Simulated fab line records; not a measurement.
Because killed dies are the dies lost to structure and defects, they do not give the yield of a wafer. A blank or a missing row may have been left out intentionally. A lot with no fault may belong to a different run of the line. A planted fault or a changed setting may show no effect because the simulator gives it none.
The same fault as seen by 2 desks + flow ritCmos + each desk has only its own numbers; what lay behind them comes last

## FOR THE TOOL OWNER'S DESK: ilineStepper-02
The tool's own readings at RIT_PSD_EXPOSE_03 (exposes mask M10, target cd 40900 nm): means of the sampled wafers that have a number, for each lot that ran on this tool. Any lot whose mean is over 4 standard deviations away from the usual mean is out of limits and marked OUT; that distance is given in the brackets.
Columns: A = exposureDoseMJCm2 at RIT_PSD_EXPOSE_03, usual 250.07
| lot  | first seen here | A      |
|------|-----------------|--------|
| L545 | day 3 05:46     | 250.31 |
| L556 | day 5 08:44     | 249.98 |
| L559 | day 5 23:35     | 249.80 |
This desk's finding: nothing out of limits on any of the 3 lots.

## FROM THE METROLOGY DESK
What the gauges read, lot by lot, whatever tool the lot ran on: means of the sampled wafers that have a number. Any lot whose mean is over 4 standard deviations away from the usual mean is out of limits and marked OUT; that distance is given in the brackets.
Columns: A = NSD_OVL at RIT_NSD_OVL_MEAS_06, usual -1.5 nm; B = NSD_TW at RIT_NSD_TW_MEAS_10, usual 3088
| lot  | first seen here | A    | B    |
|------|-----------------|------|------|
| L545 | day 3 04:37     | 0.1  | 3087 |
| L551 | day 4 07:22     | 0.2  | 3063 |
| L556 | day 5 07:34     | 0.1  | 3092 |
| L558 | day 5 15:35     | -2.9 | 3104 |
| L559 | day 5 22:26     | -1.1 | 3089 |
| L566 | day 7 10:17     | -0.9 | 3102 |
This desk's finding: nothing out of limits on any of the 6 lots.

## BROUGHT TOGETHER
The tool owner's desk saw nothing out of limits.
Nothing out of limits was seen by the metrology desk.

## WHAT HAD BEEN PUT IN BY THE SIMULATOR
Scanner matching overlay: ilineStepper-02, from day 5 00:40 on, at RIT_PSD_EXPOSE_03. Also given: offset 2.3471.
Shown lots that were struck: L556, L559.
